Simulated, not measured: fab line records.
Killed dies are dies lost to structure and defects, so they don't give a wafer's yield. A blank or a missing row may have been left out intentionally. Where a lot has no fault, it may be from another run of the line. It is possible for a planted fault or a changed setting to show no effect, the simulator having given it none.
Code-filled problem report in 8D (eight disciplines) form ; flow berkeley-cmos170 ; the parts of the form that need people (team, actions taken, sign-off) are left out

== 1. THE PROBLEM ==
A mean of 16.91 s is read at UCB170_ACTIVE_STRIP_16 for strip-time-to-endpoint-s, taken on 1 wafer of 1 lot, against 18.31 s (standard deviation 0.079) on wafers free of any fault. That is -18 standard deviations from the usual mean.
The step: strips in O2.
First observed at day 8 19:12: wafer L842.1, on plasma-asher-01. Wafers with a number at this step in the record: 39, from 13 lots. Rule for "out", or "out of limits": more than 4 standard deviations from the usual mean. All remaining wafers that have a number are taken as sound.

== 2. WHAT IT IS; WHAT IT IS NOT ==
question;is;is not
which readings at this step;strip-time-to-endpoint-s;drypump-motor-current-A, oes-product-au
which lots;L842;L824, L825, L826, L828, L829, L831, L834, L835, L839, L843, L846, L847
which wafers of those lots;L842.1;L842.2, L842.5
read on which tools;plasma-asher-01;plasma-asher-03, plasma-asher-04
when;from day 8 19:12;"up to then (32 sound wafers); but 6 sound wafers of L846, L847 came after"

== 3. SUSPECTS, AND WHAT RULES EACH OUT ==
Counting: any tool at a process step up to the reading remains a suspect provided it ran every lot that is out. Sound lots after the first of them don't rule it out here, since some wafers of a struck lot are sound.
- rie-diel-03 at UCB170_ACTIVE_ETCH_15 (etches Si3N4 in CH3F/Ar/O2, stops on SiO2, target depth 242 nm, time 151 s): kept. It ran the lot that is out, L842 (day 8 19:06); its last sound lot up to then is L835 (day 7 09:35).
- plasma-asher-01 at UCB170_ACTIVE_STRIP_16 (strips in O2): kept. It ran the lot that is out, L842 (day 8 19:12); its last sound lot up to then is L839 (day 8 02:45). Out on those wafers are its own readings of strip-time-to-endpoint-s.
- The sound lot-mates ran in chamber 2 of rie-diel-03 at UCB170_ACTIVE_ETCH_15, but the wafers that are out ran in chamber 1.
- The sound lot-mates ran in chamber 1 of plasma-asher-01 at UCB170_ACTIVE_STRIP_16, but the wafers that are out ran in chamber 0.
Left after counting: rie-diel-03 at UCB170_ACTIVE_ETCH_15, plasma-asher-01 at UCB170_ACTIVE_STRIP_16.

== 4. THE CAUSE (what the simulator had put in) ==
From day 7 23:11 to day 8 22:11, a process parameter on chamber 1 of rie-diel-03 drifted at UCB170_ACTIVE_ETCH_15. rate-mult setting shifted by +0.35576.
Counting left 2 suspects, and this tool is among them.

== 5. THE EFFECT CHAIN, in route order ==
One row per reading whose mean, taken over the struck wafers that have a number, lies over 3 standard deviations from the usual. Only readings for which the record gives a usual standard deviation are gone through. hours: the time from each lot's start at the first step in this table that gives one to its start at this step, as a median over the lots. sigmas: the change in usual standard deviations.
hours;step;reading;usual;on struck wafers;change;sigmas
0;UCB170_ACTIVE_STRIP_16;strip-time-to-endpoint-s;18.31 s;16.91;-1.40;-18
Here are the process steps it includes:
- UCB170_ACTIVE_STRIP_16: strips in O2.

== 6. WHAT WOULD HAVE CAUGHT IT SOONER ==
The fault began at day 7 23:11; the first out-of-limits reading in this record came at day 8 19:12, 20 hours later.
Tool readings at UCB170_ACTIVE_ETCH_15 with a usual standard deviation given in the record: none out on any struck wafer, hence no alarm at a limit of 4 standard deviations on them.
All the lots that are out (1) had begun UCB170_ACTIVE_ETCH_15 on rie-diel-03 by day 8 19:12. Tool hold at that time: it would have spared none of them.
